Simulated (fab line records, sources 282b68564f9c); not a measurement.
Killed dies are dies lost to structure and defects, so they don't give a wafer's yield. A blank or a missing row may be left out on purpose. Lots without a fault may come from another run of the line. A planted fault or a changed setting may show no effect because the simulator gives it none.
A struck lot beside a sound one | flow rit_cmos | 14 steps out of a route of 202
Sound: wafers L518.4, L518.5, L518.6. Struck: wafers L522.2, L522.3, L522.6. The cause comes at the end.
At each step with rows: each side's tool, then ch and its chambers, then its first start. Under that, the readings that differ: sound wafers | struck wafers | difference of the means | sigmas: that difference in standard deviations of wafers without a fault.
alike: readings whose means differ by less than 2 such deviations, and words and numbers that are the same on both sides. not compared: withheld readings, readings that some wafer has no value for, bounds like >300 that may hide the same value, and numbers for which the record gives no deviation and whose values overlap.
The two part at a step that has a row with sigmas, a row that says differs or no value, or rows on one side only. Numbers that don't overlap but have no deviation are shown without sigmas and don't part them. A reading that every wafer of one side lacks parts them only if that side has two wafers or more.

first, 2 steps without rows for these wafers: RIT_ACTIVE_CLEAN_17 (cleans in SC2, time 600 s); RIT_FOX1_OXIDATION_00 (target thk 350.7 nm, ox time 1130 s).
RIT_FOX1_THK_MEAS_01:
  sound on film_metro-03, day 2 15:55; struck on film_metro-03, day 3 12:29
  alike: FOX1_OXIDE_THK
then, 2 steps without rows for these wafers: RIT_FOX1_WET_ETCH_02 (etches SiO2 in BOE, target depth 350 nm, time 390 s); RIT_FOX2_OXIDATION_00 (target thk 350.7 nm, ox time 1130 s).
RIT_FOX2_THK_MEAS_01:
  sound on film_metro-01, day 2 17:49; struck on film_metro-01, day 3 19:18
  alike: FOX2_OXIDE_THK
then, 2 steps without rows for these wafers: RIT_FOX2_CLEAN_02 (cleans in dHF, time 180 s); RIT_FOX2_WET_ETCH_03 (etches Si3N4 in H3PO4, target depth 195 nm, time 2700 s).
RIT_FOX2_THK_MEAS_90:
  sound on film_metro-03, day 2 18:46; struck on film_metro-04, day 3 20:14
  alike: FIELD_OXIDE_LEFT_1_THK
then, 3 steps without rows for these wafers: RIT_NWELL_HMDS_00 (prime time 62.45 s); RIT_NWELL_COAT_01 (resist thk 1300 nm); RIT_NWELL_SOFTBAKE_02 (time 60 s).
RIT_NWELL_EXPOSE_03: exposes mask M2, target cd 43900 nm.
  sound on iline_stepper-02 ch 0, day 2 19:19; struck on iline_stepper-01, day 3 20:53
  no value came back on the struck wafers for exposure_dose_mJ_cm2, focus_offset_nm (nm); on the sound wafers exposure_dose_mJ_cm2 reads 249.70 249.94 250.14
  alike: mask
then, 1 step without rows for these wafers: RIT_NWELL_PEB_04.

WHERE THEY PART
Only at RIT_NWELL_EXPOSE_03, within this record.

WHY: what the simulator had put in
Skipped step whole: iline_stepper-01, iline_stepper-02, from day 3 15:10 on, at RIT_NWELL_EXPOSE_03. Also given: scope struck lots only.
